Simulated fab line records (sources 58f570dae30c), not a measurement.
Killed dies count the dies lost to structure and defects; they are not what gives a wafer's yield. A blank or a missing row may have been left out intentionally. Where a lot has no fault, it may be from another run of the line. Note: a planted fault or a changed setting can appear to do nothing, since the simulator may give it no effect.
The tool behind it: which one? / flow berkeley cmos170 / 7 lots with 21 wafers sampled at 2 steps, on a route of 331 steps

== WHAT THE GAUGES SHOWED, per wafer ==
UCB170_PVT_TW_MEAS_09.
lot=L257; measured=day 6 06:47; on=film metro-04; PVT_TW=511.6 507.0 509.4
lot=L260; measured=day 6 17:47; on=film metro-01; PVT_TW=504.8 504.5 507.0
lot=L267; measured=day 8 05:49; on=film metro-01; PVT_TW=507.7 509.3 508.7
lot=L272; measured=day 8 15:15; on=film metro-02; PVT_TW=488.2 485.6 487.4 487.2 486.4 488.1
lot=L273; measured=day 8 22:41; on=film metro-02; PVT_TW=487.0 486.5 482.3 486.9 488.3 486.7
lot=L277; measured=day 9 16:02; on=film metro-01; PVT_TW=504.3 505.2 506.4
lot=L278; measured=day 9 22:15; on=film metro-02; PVT_TW=509.2 510.0 508.4

== WHICH TOOL RAN EACH LOT (tool, then ch and the chambers of the sampled wafers, then the start) ==
lot=L257; UCB170_PVT_IMPLANT_07=implanter-04 ch 0, day 6 06:32
lot=L260; UCB170_PVT_IMPLANT_07=implanter-03 ch 0, day 6 17:32
lot=L267; UCB170_PVT_IMPLANT_07=implanter-02 ch 0, day 8 05:32
lot=L272; UCB170_PVT_IMPLANT_07=implanter-02 ch 0, day 8 15:00
lot=L273; UCB170_PVT_IMPLANT_07=implanter-02 ch 0, day 8 22:28
lot=L277; UCB170_PVT_IMPLANT_07=implanter-03 ch 0, day 9 15:47
lot=L278; UCB170_PVT_IMPLANT_07=implanter-03 ch 0, day 9 22:00
- UCB170_PVT_IMPLANT_07

== THE ANSWER, worked out from the rows above alone ==
Rule: the lots themselves supply what counts as usual. The widest of any qualifying gaps counts: lots, ordered by their means at a reading, are off when they make up no more than a third of the lots, leave a main group of 4 or more, and stand apart from it by 3 or more times the standard deviation of that group's means. A main group whose means are all the same, to the digits that the tables above print for the reading, isn't used. Also off: a lot with no number at a reading for which 4 or more lots have one. Where the step has rows for the other lots, those lots are counted as sound.
Off: at UCB170_PVT_TW_MEAS_09 (PVT_TW), L272, L273. Main group: mean 507.6, sd 1.8.
If a tool, at a process step before that reading, ran all the lots that are off and no sound lot after the first of them, it fits. The gauges at UCB170_PVT_TW_MEAS_09 are tried like those tools. One candidate fits, namely implanter-02 at UCB170_PVT_IMPLANT_07. A fault onset in the window from L267 (day 8 05:32, its last sound lot) to L272 (day 8 15:00, its first lot off) fits.

== WHAT WAS PUT IN BY THE SIMULATOR ==
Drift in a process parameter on implanter-02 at UCB170_PVT_IMPLANT_07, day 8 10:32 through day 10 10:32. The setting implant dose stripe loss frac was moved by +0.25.
Lots struck among those shown: L272, L273. The same result came from the rule above.
